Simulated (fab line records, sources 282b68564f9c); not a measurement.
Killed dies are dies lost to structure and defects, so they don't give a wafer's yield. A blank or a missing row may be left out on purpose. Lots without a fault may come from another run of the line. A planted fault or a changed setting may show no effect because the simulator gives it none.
A struck lot beside a sound one | flow rit_cmos | 17 steps out of a route of 202
Sound: wafers L421.1, L421.3, L421.4. Struck: wafers L436.1, L436.2, L436.6. The cause comes at the end.
At each step with rows: each side's tool, then ch and its chambers, then its first start. Under that, the readings that differ: sound wafers | struck wafers | difference of the means | sigmas: that difference in standard deviations of wafers without a fault.
alike: readings whose means differ by less than 2 such deviations, and words and numbers that are the same on both sides. not compared: withheld readings, readings that some wafer has no value for, bounds like >300 that may hide the same value, and numbers for which the record gives no deviation and whose values overlap.
The two part at a step that has a row with sigmas, a row that says differs or no value, or rows on one side only. Numbers that don't overlap but have no deviation are shown without sigmas and don't part them. A reading that every wafer of one side lacks parts them only if that side has two wafers or more.

RIT_PWELL_TW_MEAS_10:
  sound on film_metro-04, day 2 14:32; struck on film_metro-01, day 5 17:31
  alike: PWELL_TW
then, 1 step without rows for these wafers: RIT_WELLDRIVE_ANNEAL_00 (time 14700 s).
RIT_WELLDRIVE_RS_MEAS_01: measures by four-point-probe.
  sound on film_metro-02, day 2 19:40; struck on film_metro-02, day 5 22:39
  alike: NWELL_RS
RIT_WELLDRIVE_RS_MEAS_02: measures by four-point-probe.
  sound on film_metro-02, day 2 19:47; struck on film_metro-02, day 5 22:46
  alike: PWELL_RS
then, 6 steps without rows for these wafers: RIT_NRETRO_HMDS_00 (prime time 60 s); RIT_NRETRO_COAT_01 (resist thk 1300 nm); RIT_NRETRO_SOFTBAKE_02 (time 60 s); RIT_NRETRO_EXPOSE_03 (exposes mask M4, target cd 43900 nm); RIT_NRETRO_PEB_04; RIT_NRETRO_DEVELOP_05 (develop time 68 s).
RIT_NRETRO_OVL_MEAS_06:
  sound on overlay-01, day 2 20:47; struck on overlay-02, day 5 23:55
  alike: NRETRO_OVL
then, 1 step without rows for these wafers: RIT_NRETRO_HARDBAKE_07 (time 120 s).
RIT_NRETRO_IMPLANT_08:
  sound on implanter-01 ch 0, day 2 21:05; struck on implanter-01 ch 0, day 6 00:34
  reading            | sound                          | struck                          | difference  | sigmas
  dose_ions_cm2      | 1.0006e+13 9.993e+12 9.995e+12 | 1.6207e+13 1.621e+13 1.6215e+13 | +6.2127e+12 | +99 or more
  faraday_current_uA | 32.1 31.9 32.0                 | 51.1 50.9 52.7                  | +19.6       | +33
  alike: end_station_pressure_torr
RIT_NRETRO_STRIP_09: strips in O2, time 180 s.
  sound on plasma_asher-02 ch 0,1, day 2 21:14; struck on plasma_asher-03 ch 0,1, day 6 00:43
  alike: drypump_motor_current_A
  not compared: rf_hours_counter_h
RIT_NRETRO_TW_MEAS_10:
  sound on film_metro-01, day 2 21:24; struck on film_metro-01, day 6 00:53
  reading   | sound          | struck         | difference | sigmas
  NRETRO_TW | 1048 1052 1053 | 1243 1246 1244 | +193       | +22
then, 1 step without rows for these wafers: RIT_PRETRO_HMDS_00 (prime time 60 s).
RIT_M1_PROBE_99:
  sound on prober-01, day 4 04:29; struck on prober-02, day 7 06:41
  reading                                | sound             | struck            | difference | sigmas
  killed_at_M0_to_M3                     | 0 0 1             | 0 0 0             | +0         | -3
  model.etest.pmos_0p3.r_on_ohm_um       | 6265 6156 6193    | 6888 6928 6829    | +677       |
  model.etest.pmos_turned.r_on_ohm_um    | 3402 3349 3414    | 3829 3938 3829    | +477       |
  model.etest.pmos_0p15.r_on_ohm_um      | 2787 2712 2759    | 2961 2990 2931    | +208       |
  model.etest.pmos_0p15.drive_ua_um      | 254.5 260.3 254   | 225.4 223.4 227   | -31.0      |
  model.etest.pmos_turned.drive_ua_um    | 193.2 198.1 193.2 | 155.6 148 153.1   | -42.6      |
  model.etest.pmos_narrow.drive_ua_um    | 100.8 103 101.2   | 85.09 84 84.76    | -17.05     |
  model.etest.pmos_0p3.drive_ua_um       | 101.3 104.1 101.2 | 86.05 84.54 86.05 | -16.65     |
  model.etest.well_edge_left.line_ohm_um | 179.1 181.1 184.3 | 170.9 176.6 172.6 | -8.1       |
  alike: killed_at_front_end, killed_dies, killed_open, killed_short

WHERE THEY PART
First at RIT_NRETRO_IMPLANT_08; last, within this record, at RIT_M1_PROBE_99.

WHY: what the simulator had put in
Process parameter drift: implanter-01, from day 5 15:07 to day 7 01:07, at RIT_NRETRO_IMPLANT_08. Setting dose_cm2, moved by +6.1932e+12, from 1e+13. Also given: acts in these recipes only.
